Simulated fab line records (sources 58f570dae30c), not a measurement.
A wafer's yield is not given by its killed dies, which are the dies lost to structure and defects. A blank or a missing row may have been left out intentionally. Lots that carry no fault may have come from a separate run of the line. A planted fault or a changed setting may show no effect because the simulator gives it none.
Problem report, 8D (eight disciplines) form, completed by code    flow berkeley_cmos170    the parts of the form that need people (team, actions taken, sign-off) are left out

1. WHAT IS WRONG
CONTACT_PSG_THK at UCB170_CONTACT_THK_MEAS_02 reads a mean of 955 nm on 3 wafers of 1 lot; wafers without a fault read 700 nm with a standard deviation of 7.9. Relative to the usual mean, that is a shift of +32 standard deviations.
The first sign was on wafer L400.3 at day 9 08:53, on film_metro-02. Wafers with a number at this step in the record: 33, from 11 lots. By rule, "out" or "out of limits" means more than 4 standard deviations away from the usual mean. The rest of the wafers with a number are treated as sound.

2. WHAT THIS IS AND IS NOT
question                     is                      is not
which readings at this step  CONTACT_PSG_THK         -
which lots                   L400                    L389, L390, L391, L392, L393, L394, L395, L398, L409, L412
which wafers of those lots   all that have a number  -
read on which gauges         film_metro-02           film_metro-03, film_metro-04
when                         from day 9 08:53        up to then (24 sound wafers); but 6 sound wafers of L409, L412 came after

3. WHAT RULES OUT EACH SUSPECT
Counting: a tool at any process step up to the reading remains a suspect when it ran all the lots that are out and ran no sound lot after the first of those.
- the gauge at UCB170_CONTACT_THK_MEAS_02: ruled out. All the wafers that are out were read on film_metro-02, but those of them that UCB170_CONTACT_ETCH_18 has rows for are out there too, on other tools.
- litho_track-04 at UCB170_NLDD_PEB_04: ruled out as a lasting fault. Following L400 (day 8 15:09), the first lot on it that is out, the sound lots L409, L412 were run on it.
- lpcvd-02 at UCB170_CONTACT_CVD_01 (deposits PSG from SiH4/O2/PH3, target thk 700 nm, time 2820 s): kept. It ran the lot that is out, L400 (day 9 07:05), and no sound lot after that; its last sound lot up to then is L393 (day 7 12:42).
After counting, what remains is lpcvd-02 at UCB170_CONTACT_CVD_01.

4. THE CAUSE (what the simulator had put in)
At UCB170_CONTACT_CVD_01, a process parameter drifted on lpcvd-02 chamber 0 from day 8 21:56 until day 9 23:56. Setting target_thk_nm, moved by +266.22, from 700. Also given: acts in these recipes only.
Only this tool survived the counting.

5. THE EFFECT CHAIN, in route order
One row per reading whose mean, taken over the struck wafers that have a number, lies over 3 standard deviations from the usual. Scope: only readings with a usual standard deviation given in the record; hours: median across lots of the time from each lot's start at the first step in this table that gives one to its start at this step; sigmas: change in usual standard deviations.
hours  step                        reading          usual       on struck wafers  change  sigmas
0      UCB170_CONTACT_THK_MEAS_02  CONTACT_PSG_THK  700 nm      955               +255    +32
-      UCB170_CONTACT_ETCH_18      oes_product_au   0.895 a.u.  0.993             +0.098  +7.0
The process steps in it:
- UCB170_CONTACT_ETCH_18: etches PSG in CHF3/CF4/Ar, stops on TiSi2, target depth 840 nm, time 195 s.

6. WHAT WOULD HAVE CAUGHT IT SOONER
11 hours passed between the start of the fault at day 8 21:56 and the first reading out of limits at a measuring or inspecting step in this record, taken at day 9 08:53.
By day 9 08:53, every lot that is out (1) had started UCB170_CONTACT_CVD_01 on lpcvd-02. Holding the tool at that point would not have protected any of them.
